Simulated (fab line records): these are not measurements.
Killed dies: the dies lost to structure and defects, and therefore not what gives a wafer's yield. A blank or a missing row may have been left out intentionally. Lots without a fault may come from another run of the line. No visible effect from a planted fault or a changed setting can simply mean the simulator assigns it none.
2 desks looking at one fault    flow rit_cmos    each desk holds nothing but its own numbers, with what lay behind them at the end

== AT THE TOOL OWNER'S DESK: pvd_sputter-01 ==
The tool's own readings at RIT_M1_SPUTTER_00 (material Al, target thk 400 nm, time 500 s): means of the sampled wafers that have a number, for each lot that ran on this tool. A lot is out of limits, marked OUT, if its mean lies more than 4 standard deviations from the usual mean; the brackets give that distance.
Columns: A = throttle_valve_pct at RIT_M1_SPUTTER_00, usual 30.5 %
lot   first seen here  A
L853  day 3 09:48      31.7
L855  day 3 20:25      31.4
L860  day 5 00:08      31.6
L862  day 5 06:53      31.6
This desk's finding: nothing out of limits on any of the 4 lots.

== FROM THE METROLOGY DESK ==
Means of the sampled wafers that have a number, per lot and without regard to the tool the lot ran on: this is what the gauges read. A lot is out of limits, marked OUT, if its mean lies more than 4 standard deviations from the usual mean; the brackets give that distance.
Columns: A = M1_AL_RS at RIT_M1_RS_MEAS_01, usual 0.0734 ohm/sq; B = M1_AL_THK at RIT_M1_THK_MEAS_02, usual 399 nm
lot   first seen here  A                  B
L852  day 3 06:21      0.0730             401
L853  day 3 10:08      0.0741             394
L854  day 3 15:44      0.0732             400
L855  day 3 20:42      0.0735             400
L856  day 4 02:50      0.0727             404
L860  day 5 00:27      0.0767 (+4.2) OUT  383
L862  day 5 07:11      0.0783 (+6.3) OUT  376 (-5.1) OUT
L865  day 6 03:28      0.0730             402
L867  day 6 07:12      0.0736             399
L869  day 6 20:40      0.0742             395
L871  day 7 03:45      0.0744             394
L873  day 7 13:38      0.0735             398
L875  day 8 01:11      0.0724             405
This desk's result: L860, L862 out of limits, first on L860 (M1_AL_RS at RIT_M1_RS_MEAS_01), day 5 00:27. In limits: L852, L853, L854, L855, L856, L865, L867, L869, L871, L873, L875.

== PUT TOGETHER ==
An alarm was possible from the metrology desk at day 5 00:27, on L860, L862.
Nothing out of limits was seen by the tool owner's desk.
The tool owner's desk has L860, L862 on record, within its limits.
RIT_M1_SPUTTER_00 was run on pvd_sputter-01 by each of the lots named.

== WHAT THE SIMULATOR HAD PUT IN ==
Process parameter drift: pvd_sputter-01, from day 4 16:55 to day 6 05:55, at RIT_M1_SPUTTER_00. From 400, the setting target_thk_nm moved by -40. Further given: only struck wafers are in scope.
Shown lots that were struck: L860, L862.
Time in hours between the start of the fault and the first out-of-limits reading at each desk: metrology desk, 8.
